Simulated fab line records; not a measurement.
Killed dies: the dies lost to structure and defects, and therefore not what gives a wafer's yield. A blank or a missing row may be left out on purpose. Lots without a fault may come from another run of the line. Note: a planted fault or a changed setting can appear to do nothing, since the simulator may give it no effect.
A struck lot beside a sound one | flow berkeley-cmos170 | 17 out of 331 route steps
Sound: wafers L916.2, L916.4, L916.5. Struck: wafer L922.1. At the end, the cause is stated.
For every step that has rows: the tool of each side, followed by ch and its chambers, followed by its first start. Under that, the readings that differ: sound wafers | struck wafers | difference of the means | sigmas: that difference in standard deviations of wafers without a fault.
alike: same words and numbers on both sides, and readings whose means sit less than 2 such deviations apart. not compared: any withheld reading, any reading some wafer has no value for, any bound like >300 that may hide the same value, and any number with overlapping values for which the record gives no deviation.
Wherever a step has rows on one side only, a row that says differs or no value, or a row with sigmas, the two part there. When numbers do not overlap yet have no deviation, they are printed without sigmas and do not part them. A reading that every wafer of one side lacks parts them only if that side has two wafers or more.

first, 3 steps without rows for these wafers: UCB170_BACKSIDE_HMDS_00 (prime time 60 s); UCB170_BACKSIDE_COAT_01 (resist thk 900 nm); UCB170_BACKSIDE_SOFTBAKE_02 (time 60 s).
UCB170_BACKSIDE_STRIP_03: strips in O2.
  sound on plasma-asher-01 ch 1, day 8 04:13; struck on plasma-asher-03 ch 1, day 9 11:30
  reading                        | sound          | struck | difference | sigmas
  chamber-pressure-mTorr (mTorr) | 3495 3497 3503 | 3507   | +9         | +3
  alike: drypump-motor-current-A, oes-product-au, strip-time-to-endpoint-s
  not compared: rf-hours-counter-h
then, 1 step without rows for these wafers: UCB170_BACKSIDE_CLEAN_04 (cleans in SPM, time 600 s).
UCB170_SDANNEAL_RTA_00: time 10 s.
  sound on rtp-anneal-02 ch 0, day 8 04:59; struck on rtp-anneal-02 ch 0, day 9 12:02
  reading          | sound             | struck | difference | sigmas
  wafer_temp_C_max | 905.5 906.1 906.2 | 903.9  | -2.0       | -2
  alike: lamp-power-pct
UCB170_SDANNEAL_RTA_01: time 5 s.
  sound on rtp-anneal-02 ch 0, day 8 05:03; struck on rtp-anneal-02 ch 0, day 9 12:05
  alike: lamp-power-pct, wafer_temp_C_max
UCB170_SDANNEAL_RS_MEAS_02: measures by four-point-probe.
  sound on film-metro-02, day 8 05:07; struck on film-metro-04, day 9 12:09
  alike: PSD_RS
UCB170_SDANNEAL_RS_MEAS_03: measures by four-point-probe.
  sound on film-metro-02, day 8 05:14; struck on film-metro-04, day 9 12:16
  alike: NSD_RS
UCB170_SDANNEAL_RS_MEAS_04: measures by four-point-probe.
  sound on film-metro-02, day 8 05:22; struck on film-metro-04, day 9 12:23
  alike: PLDD_RS
UCB170_SDANNEAL_RS_MEAS_05: measures by four-point-probe.
  sound on film-metro-02, day 8 05:29; struck on film-metro-04, day 9 12:31
  alike: NLDD_RS
then, 1 step without rows for these wafers: UCB170_SILICIDE_PRE_CLEAN_00 (preclean etch time 60 s).
UCB170_SILICIDE_SPUTTER_01: material Ti, target thk 30 nm, time 25 s.
  sound on pvd-sputter-03, day 8 05:39; struck on pvd-sputter-03, day 9 12:42
  reading                                     | sound             | struck | difference | sigmas
  model.Ti_of_SILICIDE_SPUTTER_01.thk-nm (nm) | 30.32 30.19 29.96 | 28.27  | -1.89      |
  alike: throttle-valve-pct
UCB170_SILICIDE_RS_MEAS_02: measures by four-point-probe.
  sound on film-metro-01, day 8 05:42; struck on film-metro-03, day 9 13:10
  reading                 | sound          | struck | difference | sigmas
  SILICIDE_TI_RS (ohm/sq) | 25.8 26.0 26.2 | 28.2   | +2.2       | +6
  not compared: hold
UCB170_SILICIDE_THK_MEAS_03: measures by xrf.
  sound on film-metro-01, day 8 05:49; struck on film-metro-03, day 9 18:50
  reading              | sound          | struck | difference | sigmas
  SILICIDE_TI_THK (nm) | 31.1 30.9 30.7 | 28.7   | -2.2       | -5
  not compared: hold
UCB170_SILICIDE_RTA_04: time 15 s.
  sound on rtp-anneal-02 ch 0, day 8 05:58; struck on rtp-anneal-02 ch 0, day 9 22:05
  reading | sound | struck                   | difference                   | sigmas
  hold    | - - - | await-dispo/3.2h/release | no value on the sound wafers |
  alike: lamp-power-pct, wafer_temp_C_max
UCB170_M3_PROBE_99:
  only the struck wafers here have rows in the record (prober-01, day 11 00:07); the sound ones have none

WHERE THEY PART
Last at UCB170_M3_PROBE_99 as far as this record goes, first at UCB170_BACKSIDE_STRIP_03.

WHY: what the simulator had put in
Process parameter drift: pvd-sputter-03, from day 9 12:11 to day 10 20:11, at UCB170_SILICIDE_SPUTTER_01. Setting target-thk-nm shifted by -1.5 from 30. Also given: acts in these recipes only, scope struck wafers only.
